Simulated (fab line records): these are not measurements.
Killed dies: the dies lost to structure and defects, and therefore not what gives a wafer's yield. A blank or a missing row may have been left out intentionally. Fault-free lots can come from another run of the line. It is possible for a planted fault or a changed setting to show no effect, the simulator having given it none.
Lot-split experiment / flow berkeley cmos170 / 23 wafers read across 5 lots, on a route 331 steps long

## ABOUT THE SPLIT
At UCB170_CONTACT_CVD_01 (deposits PSG from SiH4/O2/PH3, target thk 700 nm, time 2820 s), the setting temp c was moved away from the recipe's 450 C on 15 of the 23 wafers read, by -2.2% to +2.7%. The other wafers ran this setting at the recipe's value.

There is no step in the file separating the split from the reading.

## THE READING
CONTACT_PSG_THK at UCB170_CONTACT_THK_MEAS_02, in nm. A value of 698 nm with a standard deviation of 8.5 nm is what fault-free wafers of this fab line usually give.

wafer=L074.1; tool, chamber at the split=-, -; temp c as run, C=450; against the recipe=recipe; CONTACT_PSG_THK, nm=684; against lot-mates on the recipe=-
wafer=L074.2; tool, chamber at the split=-, -; temp c as run, C=450; against the recipe=recipe; CONTACT_PSG_THK, nm=684; against lot-mates on the recipe=-
wafer=L074.4; tool, chamber at the split=-, -; temp c as run, C=450; against the recipe=recipe; CONTACT_PSG_THK, nm=686; against lot-mates on the recipe=-
wafer=L074.5; tool, chamber at the split=-, -; temp c as run, C=450; against the recipe=recipe; CONTACT_PSG_THK, nm=691; against lot-mates on the recipe=-
wafer=L074.6; tool, chamber at the split=-, -; temp c as run, C=450; against the recipe=recipe; CONTACT_PSG_THK, nm=683; against lot-mates on the recipe=-
wafer=L076.1; tool, chamber at the split=-, -; temp c as run, C=459.6; against the recipe=+2.1%; CONTACT_PSG_THK, nm=771; against lot-mates on the recipe=no lot-mate on the recipe
wafer=L076.2; tool, chamber at the split=-, -; temp c as run, C=459.6; against the recipe=+2.1%; CONTACT_PSG_THK, nm=774; against lot-mates on the recipe=no lot-mate on the recipe
wafer=L076.3; tool, chamber at the split=-, -; temp c as run, C=459.6; against the recipe=+2.1%; CONTACT_PSG_THK, nm=777; against lot-mates on the recipe=no lot-mate on the recipe
wafer=L076.4; tool, chamber at the split=-, -; temp c as run, C=459.6; against the recipe=+2.1%; CONTACT_PSG_THK, nm=772; against lot-mates on the recipe=no lot-mate on the recipe
wafer=L076.5; tool, chamber at the split=-, -; temp c as run, C=459.6; against the recipe=+2.1%; CONTACT_PSG_THK, nm=778; against lot-mates on the recipe=no lot-mate on the recipe
wafer=L081.1; tool, chamber at the split=lpcvd-01, 1; temp c as run, C=450; against the recipe=recipe; CONTACT_PSG_THK, nm=709; against lot-mates on the recipe=-
wafer=L081.3; tool, chamber at the split=lpcvd-01, 1; temp c as run, C=450; against the recipe=recipe; CONTACT_PSG_THK, nm=703; against lot-mates on the recipe=-
wafer=L081.5; tool, chamber at the split=lpcvd-01, 1; temp c as run, C=450; against the recipe=recipe; CONTACT_PSG_THK, nm=701; against lot-mates on the recipe=-
wafer=L083.1; tool, chamber at the split=-, -; temp c as run, C=462; against the recipe=+2.7%; CONTACT_PSG_THK, nm=773; against lot-mates on the recipe=no lot-mate on the recipe
wafer=L083.2; tool, chamber at the split=-, -; temp c as run, C=462; against the recipe=+2.7%; CONTACT_PSG_THK, nm=763; against lot-mates on the recipe=no lot-mate on the recipe
wafer=L083.3; tool, chamber at the split=-, -; temp c as run, C=462; against the recipe=+2.7%; CONTACT_PSG_THK, nm=769; against lot-mates on the recipe=no lot-mate on the recipe
wafer=L083.5; tool, chamber at the split=-, -; temp c as run, C=462; against the recipe=+2.7%; CONTACT_PSG_THK, nm=772; against lot-mates on the recipe=no lot-mate on the recipe
wafer=L083.6; tool, chamber at the split=-, -; temp c as run, C=462; against the recipe=+2.7%; CONTACT_PSG_THK, nm=771; against lot-mates on the recipe=no lot-mate on the recipe
wafer=L084.2; tool, chamber at the split=-, -; temp c as run, C=439.9; against the recipe=-2.2%; CONTACT_PSG_THK, nm=627; against lot-mates on the recipe=no lot-mate on the recipe
wafer=L084.3; tool, chamber at the split=-, -; temp c as run, C=439.9; against the recipe=-2.2%; CONTACT_PSG_THK, nm=630; against lot-mates on the recipe=no lot-mate on the recipe
wafer=L084.4; tool, chamber at the split=-, -; temp c as run, C=439.9; against the recipe=-2.2%; CONTACT_PSG_THK, nm=626; against lot-mates on the recipe=no lot-mate on the recipe
wafer=L084.5; tool, chamber at the split=-, -; temp c as run, C=439.9; against the recipe=-2.2%; CONTACT_PSG_THK, nm=629; against lot-mates on the recipe=no lot-mate on the recipe
wafer=L084.6; tool, chamber at the split=-, -; temp c as run, C=439.9; against the recipe=-2.2%; CONTACT_PSG_THK, nm=633; against lot-mates on the recipe=no lot-mate on the recipe

THE FIT
A straight line over all 23 wafers: CONTACT_PSG_THK changes by +30.7 nm for each +1% of temp c; r = +0.99; the points scatter about the line by 10 nm.
Too few moved wafers with a lot-mate on the recipe to fit a line net of each lot's own level.

## THE WHOLE CHAIN: every reading that the file lists as answering this split, in the file's order
step=UCB170_CONTACT_CVD_01; what it does=deposits PSG from SiH4/O2/PH3, target thk 700 nm, time 2820 s; reading=PSG_of_CONTACT_CVD_01.thk nm (the simulator's own value, which no gauge read); change (the file's fit)=+30.8 nm for each +1% of the setting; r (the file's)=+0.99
step=UCB170_CONTACT_THK_MEAS_02; what it does=; reading=CONTACT_PSG_THK; change (the file's fit)=+30.8 for each +1% of the setting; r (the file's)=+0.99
step=UCB170_CONTACT_ETCH_18; what it does=etches PSG in CHF3/CF4/Ar, stops on TiSi2, target depth 840 nm, time 195 s; reading=etch.depth nm (the simulator's own value, which no gauge read); change (the file's fit)=+29.9 nm for each +1% of the setting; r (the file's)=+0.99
step=UCB170_CONTACT_ETCH_18; what it does=etches PSG in CHF3/CF4/Ar, stops on TiSi2, target depth 840 nm, time 195 s; reading=CONTACT.feature depth nm (the simulator's own value, which no gauge read); change (the file's fit)=+30.8 nm for each +1% of the setting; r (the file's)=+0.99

## FILE'S OWN FIT
CONTACT_PSG_THK changes by +30.8 nm for each +1% of temp c, r = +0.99.
